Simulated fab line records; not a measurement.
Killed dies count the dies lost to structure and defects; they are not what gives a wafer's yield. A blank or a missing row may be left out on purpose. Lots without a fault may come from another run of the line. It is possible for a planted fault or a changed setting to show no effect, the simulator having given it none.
fab line records ; flow rit_cmos
[record] lots = 6; wafers = 18; last_day = 7
route steps=202 shown M1@184
lots untouched by any fault: they come from a run of this same line in which no faults occurred
start_h: the number of hours between the record's first day and the start of the first shown wafer of the lot ; wait_h: hours from the lot's prior step to this one ; " as in the row above ; L1.1+2: several wafers, shown together as one row ; - either no value or no given start ; * or withheld: withheld ; < > ~ a bound
route shown NAME@n: a module of which the file shows steps, and the number in the route of the first ; usual: mean/standard deviation taken from wafers without a fault ; same: alike in all rows ; chamber/n: place in a boat ; sites: per-site readings ; _std_site: their standard deviation ; _edge_site: outer sites' mean less inner sites' ; radius_mm: for every site, how far away it sits from the centre of the wafer ; mask NAME#n: copy n ; behind: the tool/chamber that last shaped the wafer ; hold: why the lot went on hold/how many hours it stayed there/how the hold came to an end ; device: transistor that didn't switch, given as n, p or np ; end of line: at the end of the route, the tests of the same wafers ; a step without rows: its recipe alone ; killed: dies lost to structure and defects at the first sort, not the wafer's yield ; map: the dies of a wafer, with x for killed, . for not killed, _ for no die there
set.NAME: the setting the step ran with; set.NAME@STEP: the setting that earlier step ran with ; model.NAME: the simulator's own value behind a step, which no gauge read
lots at selected steps of the route; one table per step, one row per wafer
services: from which hour (start_h, from the record's first day; less than 0 if before it) a tool's chamber was out of use, for how many hours, and why
[[steps]]
[step RIT_M1_SPUTTER_00]
[recipe] material = Al; target_thk_nm = 400; power_w = 2000; chamber_pressure_pa = 0.4; gas = Ar; time_s = 500; substrate_temp_c = 25
[usual] throttle_valve_pct = 30.3/0.81
lot.wafer;tool;chamber;start_h;wait_h;throttle_valve_pct
L544.3;pvd_sputter-02;-;84.01;0.0;30.2
L544.5;pvd_sputter-02;-;84.01;0.0;29.7
L544.6;pvd_sputter-02;-;84.01;0.0;29.6
L546.1;pvd_sputter-02;-;97.15;0.0;30.4
L546.2;pvd_sputter-02;-;97.15;0.0;29.9
L546.4;pvd_sputter-02;-;97.15;0.0;29.7
L553.2;pvd_sputter-04;-;129.14;0.0;30.2
L553.5;pvd_sputter-04;-;129.14;0.0;30.4
L553.6;pvd_sputter-04;-;129.14;0.0;30.8
L555.1;pvd_sputter-01;-;137.88;0.0;29.8
L555.2;pvd_sputter-01;-;137.88;0.0;29.4
L555.4;pvd_sputter-01;-;137.88;0.0;30.0
L558.3;pvd_sputter-02;-;150.89;0.0;29.3
L558.4;pvd_sputter-02;-;150.89;0.0;31.7
L558.5;pvd_sputter-02;-;150.89;0.0;32.2
L559.1;pvd_sputter-04;-;154.50;0.0;30.7
L559.3;pvd_sputter-04;-;154.50;0.0;30.2
L559.6;pvd_sputter-04;-;154.50;0.0;31.3
[step RIT_M1_RS_MEAS_01]
[recipe] thk_meas_gauge = four-point-probe; reads = Al_of_M1_SPUTTER_00
[usual] M1_AL_RS = 0.0733/0.00079
lot.wafer;tool;chamber;start_h;wait_h;M1_AL_RS[ohm/sq]
L544.3;film_metro-01;-;84.34;0.2;0.0731
L544.5;film_metro-01;-;84.34;0.2;0.0746
L544.6;film_metro-01;-;84.34;0.2;0.0734
L546.1;film_metro-03;-;97.44;0.1;0.0727
L546.2;film_metro-03;-;97.44;0.1;0.0738
L546.4;film_metro-03;-;97.44;0.1;0.0735
L553.2;film_metro-02;-;129.45;0.2;0.0732
L553.5;film_metro-02;-;129.45;0.2;0.0749
L553.6;film_metro-02;-;129.45;0.2;0.0735
L555.1;film_metro-03;-;138.18;0.1;0.0726
L555.2;film_metro-03;-;138.18;0.1;0.0726
L555.4;film_metro-03;-;138.18;0.1;0.0729
L558.3;film_metro-03;-;151.23;0.2;0.0733
L558.4;film_metro-03;-;151.23;0.2;0.0732
L558.5;film_metro-03;-;151.23;0.2;0.0731
L559.1;film_metro-03;-;154.80;0.1;0.0727
L559.3;film_metro-03;-;154.80;0.1;0.0730
L559.6;film_metro-03;-;154.80;0.1;0.0731
[step RIT_M1_THK_MEAS_02]
[recipe] thk_meas_gauge = xrf; reads = Al_of_M1_SPUTTER_00
[usual] M1_AL_THK = 402/4.5
lot.wafer;tool;chamber;start_h;wait_h;M1_AL_THK[nm]
L544.3;film_metro-01;-;84.44;0.1;406
L544.5;film_metro-01;-;84.44;0.1;395
L544.6;film_metro-01;-;84.44;0.1;403
L546.1;film_metro-03;-;97.56;0.1;406
L546.2;film_metro-03;-;97.56;0.1;400
L546.4;film_metro-03;-;97.56;0.1;399
L553.2;film_metro-02;-;129.56;0.1;402
L553.5;film_metro-02;-;129.56;0.1;393
L553.6;film_metro-02;-;129.56;0.1;402
L555.1;film_metro-03;-;138.30;0.1;409
L555.2;film_metro-03;-;138.30;0.1;410
L555.4;film_metro-03;-;138.30;0.1;409
L558.3;film_metro-03;-;151.33;0.1;403
L558.4;film_metro-03;-;151.33;0.1;403
L558.5;film_metro-03;-;151.33;0.1;403
L559.1;film_metro-03;-;154.92;0.1;404
L559.3;film_metro-03;-;154.92;0.1;402
L559.6;film_metro-03;-;154.92;0.1;403
[step RIT_M1_HMDS_03]
[recipe] prime_time_s = 60; prime_temp_c = 140
[step RIT_M1_COAT_04]
[recipe] resist = NOVOLAK; spin_rpm = 2000; resist_thk_nm = 1300
[step RIT_M1_SOFTBAKE_05]
[recipe] resist = NOVOLAK; temp_c = 90; time_s = 60
[step RIT_M1_EXPOSE_06]
[recipe] mask_id = M12; na = 0.6; source_shape = conventional; sigma_outer = 0.5; target_cd_nm = 2600; dose_mj = 250
[step RIT_M1_PEB_07]
[recipe] resist = NOVOLAK; temp_c = withheld; time_s = withheld
[step RIT_M1_DEVELOP_08]
[recipe] resist = NOVOLAK; develop_time_s = 68; dev_temp_c = 23
[step RIT_M1_CD_MEAS_09]
[recipe] target_cd_nm = 2600
[usual] cd_nm = 2601.6/2.4
lot.wafer;tool;chamber;start_h;wait_h;cd_nm
L544.3;cd_sem-02;-;85.43;-;2598.9
L544.5;cd_sem-02;-;85.43;-;2599.4
L544.6;cd_sem-02;-;85.43;-;2599.7
L546.1;cd_sem-01;-;98.63;-;2598.3
L546.2;cd_sem-01;-;98.63;-;2599.2
L546.4;cd_sem-01;-;98.63;-;2601.6
L553.2;cd_sem-01;-;130.64;-;2605.1
L553.5;cd_sem-01;-;130.64;-;2602.1
L553.6;cd_sem-01;-;130.64;-;2602.2
L555.1;cd_sem-02;-;139.36;-;2602.3
L555.2;cd_sem-02;-;139.36;-;2600.8
L555.4;cd_sem-02;-;139.36;-;2601.3
L558.3;cd_sem-02;-;152.33;-;2602.2
L558.4;cd_sem-02;-;152.33;-;2604.7
L558.5;cd_sem-02;-;152.33;-;2601.1
L559.1;cd_sem-02;-;155.98;-;2599.3
L559.3;cd_sem-02;-;155.98;-;2600.1
L559.6;cd_sem-02;-;155.98;-;2597.4
[step RIT_M1_OVL_MEAS_10]
[usual] M1_OVL = -0.5/1.5
lot.wafer;tool;chamber;start_h;wait_h;M1_OVL[nm]
L544.3;overlay-01;-;85.52;0.1;0.7
L544.5;overlay-01;-;85.52;0.1;-0.6
L544.6;overlay-01;-;85.52;0.1;0.6
L546.1;overlay-02;-;98.75;0.1;-1.1
L546.2;overlay-02;-;98.75;0.1;0.3
L546.4;overlay-02;-;98.75;0.1;-1.8
L553.2;overlay-01;-;130.74;0.1;-2.7
L553.5;overlay-01;-;130.74;0.1;-0.4
L553.6;overlay-01;-;130.74;0.1;-2.3
L555.1;overlay-02;-;139.48;0.1;0.6
L555.2;overlay-02;-;139.48;0.1;0.6
L555.4;overlay-02;-;139.48;0.1;-1.0
L558.3;overlay-02;-;152.42;0.1;2.0
L558.4;overlay-02;-;152.42;0.1;0.0
L558.5;overlay-02;-;152.42;0.1;1.9
L559.1;overlay-02;-;156.10;0.1;-1.1
L559.3;overlay-02;-;156.10;0.1;0.5
L559.6;overlay-02;-;156.10;0.1;-0.3
[step RIT_M1_HARDBAKE_11]
[recipe] resist = NOVOLAK; temp_c = 140; time_s = 120
[step RIT_M1_METAL_ETCH_12]
[recipe] stop_on = SiO2; chemistry = Cl2/BCl3; target = Al; time_s = 165; over_etch_frac = 0.5; pressure_mtorr = 100; target_depth_a = 6000; rf_w = 250; Cl2_flow_sccm = 60; bcl3_flow_sccm = 50
[usual] drypump_motor_current_A = 5.72/0.19; oes_product_au = 0.777/0.01; throttle_valve_pct = 8.28/0.11
lot.wafer;tool;chamber;start_h;wait_h;drypump_motor_current_A;oes_product_au;rf_hours_counter_h;throttle_valve_pct;model.NOVOLAK_of_M1_COAT_04.thk_nm;model.M1.feature_depth_nm;model.etch.depth_nm
L544.3;rie_metal-03;1;85.85;0.2;5.75;0.795;-;8.29;810.6;434.4;401.6
L544.5;rie_metal-03;1;85.85;0.2;5.75;0.784;-;8.30;800;426;392.7
L544.6;rie_metal-03;0;85.85;0.2;6.05;0.770;-;8.46;815.7;433;400.5
L546.1;rie_metal-01;1;99.03;0.2;5.72;0.788;1;8.15;806.1;436.5;403.4
L546.2;rie_metal-01;0;99.03;0.2;5.84;0.772;1;8.15;803.7;431;397.5
L546.4;rie_metal-01;1;99.03;0.2;5.70;0.777;-;8.14;807.9;431.7;398.8
L553.2;rie_metal-03;1;131.02;0.2;5.74;0.722;4;8.30;952.9;344.8;344.8
L553.5;rie_metal-03;0;131.02;0.2;6.00;0.696;-;8.46;954.2;337;337
L553.6;rie_metal-03;1;131.02;0.2;5.76;0.737;-;8.29;949.3;348.1;348.1
L555.1;rie_metal-03;1;139.77;0.2;5.73;0.721;5;8.30;944;345.8;345.8
L555.2;rie_metal-03;0;139.77;0.2;6.03;0.712;5;8.44;943.5;344.2;344.2
L555.4;rie_metal-03;1;139.77;0.2;5.74;0.729;-;8.28;940.7;347.5;347.5
L558.3;rie_metal-01;0;152.75;0.2;5.83;0.766;-;8.16;805.8;434.2;401.1
L558.4;rie_metal-01;1;152.75;0.2;5.72;0.782;-;8.14;807;433.6;400.7
L558.5;rie_metal-01;1;152.75;0.2;5.71;0.784;-;8.14;810.4;434;401.3
L559.1;rie_metal-02;0;156.39;0.2;5.50;0.755;0;8.38;812.6;435.7;403.3
L559.3;rie_metal-02;1;156.39;0.2;5.45;0.777;-;8.30;816.7;433.7;401.9
L559.6;rie_metal-02;0;156.39;0.2;5.54;0.762;-;8.36;810.7;433.7;401.3
[step RIT_M1_STRIP_13]
[recipe] chemistry = nmp; resist = NOVOLAK; temp_c = 80; time_s = 600; dry = n2_spin
[step RIT_M1_STRIP_14]
[recipe] chemistry = O2; time_s = 180; platen_temp_c = withheld; power_w = 500; pressure_mtorr = 4000; o2_flow_sccm = 4000
[usual] drypump_motor_current_A = 5.1/0.34; rf_refl_power_W = 7.9/1
lot.wafer;tool;chamber;start_h;wait_h;drypump_motor_current_A;rf_hours_counter_h;rf_refl_power_W
L544.3;plasma_asher-04;1;86.19;0.1;5.2;-;7.3
L544.5;plasma_asher-04;0;86.19;0.1;4.8;-;9.4
L544.6;plasma_asher-04;1;86.19;0.1;5.2;-;7.8
L546.1;plasma_asher-04;0;99.39;0.0;4.8;52;9.3
L546.2;plasma_asher-04;1;99.39;0.0;5.2;52;7.8
L546.4;plasma_asher-04;0;99.39;0.0;4.8;-;9.4
L553.2;plasma_asher-01;1;131.36;0.0;4.7;1;6.3
L553.5;plasma_asher-01;1;131.36;0.0;4.7;-;6.1
L553.6;plasma_asher-01;0;131.36;0.0;5.3;-;8.1
L555.1;plasma_asher-03;1;140.10;0.0;5.4;55;6.5
L555.2;plasma_asher-03;0;140.10;0.0;5.8;55;8.1
L555.4;plasma_asher-03;0;140.10;0.0;5.8;-;7.9
L558.3;plasma_asher-01;1;153.09;0.1;4.7;-;6.5
L558.4;plasma_asher-01;0;153.09;0.1;5.3;-;8.1
L558.5;plasma_asher-01;0;153.09;0.1;5.3;-;7.8
L559.1;plasma_asher-01;1;156.73;0.0;4.7;5;6.1
L559.3;plasma_asher-01;0;156.73;0.0;5.3;-;7.9
L559.6;plasma_asher-01;0;156.73;0.0;5.3;-;7.9
[step RIT_M1_CD_MEAS_90]
[recipe] target_cd_nm = 2600
[usual] cd_nm = 2601/3
lot.wafer;tool;chamber;start_h;wait_h;cd_nm
L544.3;cd_sem-02;-;86.34;0.1;2596
L544.5;cd_sem-02;-;86.34;0.1;2596
L544.6;cd_sem-02;-;86.34;0.1;2595
L546.1;cd_sem-01;-;99.56;0.1;2598
L546.2;cd_sem-01;-;99.56;0.1;2601
L546.4;cd_sem-01;-;99.56;0.1;2602
L553.2;cd_sem-01;-;131.56;0.1;2614
L553.5;cd_sem-01;-;131.56;0.1;2609
L553.6;cd_sem-01;-;131.56;0.1;2610
L555.1;cd_sem-01;-;140.28;0.1;2612
L555.2;cd_sem-01;-;140.28;0.1;2609
L555.4;cd_sem-01;-;140.28;0.1;2611
L558.3;cd_sem-01;-;153.25;0.1;2601
L558.4;cd_sem-01;-;153.25;0.1;2607
L558.5;cd_sem-01;-;153.25;0.1;2600
L559.1;cd_sem-01;-;156.90;0.1;2600
L559.3;cd_sem-01;-;156.90;0.1;2600
L559.6;cd_sem-01;-;156.90;0.1;2599
[step RIT_M1_ANNEAL_15]
[recipe] temp_c = 450; time_s = 1800; ambient = forming_gas_H2N2
[[services]]
tool;chamber;start_h;hours;kind
pvd_sputter-04;-;72.00;0.6;repair
rie_metal-03;1;72.47;10.2;repair
rie_metal-03;1;89.08;3.9;repair
plasma_asher-01;-;108.75;9.0;pm
plasma_asher-01;0;108.75;9.0;vent_cycle
plasma_asher-01;1;108.75;9.0;vent_cycle
rie_metal-01;-;116.21;2.8;pm
plasma_asher-01;0;117.75;-;clean
plasma_asher-01;1;117.75;-;clean
rie_metal-01;0;119.54;12.1;repair
rie_metal-02;-;136.12;20.0;pm
rie_metal-02;0;136.12;20.0;vent_cycle
rie_metal-02;1;136.12;20.0;vent_cycle
plasma_asher-03;-;141.43;21.2;repair
pvd_sputter-04;-;142.90;2.7;repair
rie_metal-02;0;156.12;-;clean
rie_metal-02;1;156.12;-;clean
[[key]]
[first_sign] step = RIT_M1_METAL_ETCH_12; reading = oes_product_au; direction = down; sigmas = 5.5; usual = 0.777; struck = 0.719
[effect] step = RIT_M1_CD_MEAS_90; reading = cd_nm; direction = up; sigmas = 3.2; usual = 2601; struck = 2611; through = control_loop
[model_effect] step = RIT_M1_METAL_ETCH_12; value = NOVOLAK_of_M1_COAT_04.thk_nm; without = 803.4; struck = 947.4
[model_effect] step = RIT_M1_PROBE_99; value = etest.field_p.short; without = 0; struck = 1
met_at RIT_M1_METAL_ETCH_12
struck_wafers L553.2,L553.5,L553.6,L555.1,L555.2,L555.4
later_rows_left_out L553.2,L553.5,L553.6,L555.1,L555.2,L555.4
sort_left_out L553.2,L553.5,L553.6,L555.1,L555.2,L555.4
[loop_trim] step = RIT_M1_EXPOSE_06; setting = dose; lots = L555
onset_between 85.85 131.02
[fault] kind = process_parameter_drift; tool = rie_metal-03; chamber = -; onset_h = 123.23; steps = RIT_M1_METAL_ETCH_12; channel = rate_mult; offset = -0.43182; shape = step; end_h = 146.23
// sort_left_out: the simulated sort isn't trusted on such a fault, so these wafers' sort isn't shown, and their yield isn't known
// later_rows_left_out: the simulator's readings of these wafers behind a module that went badly wrong aren't trusted and aren't shown, but for the sort
// loop_trim: a control loop set the setting to another value than it would have without faults
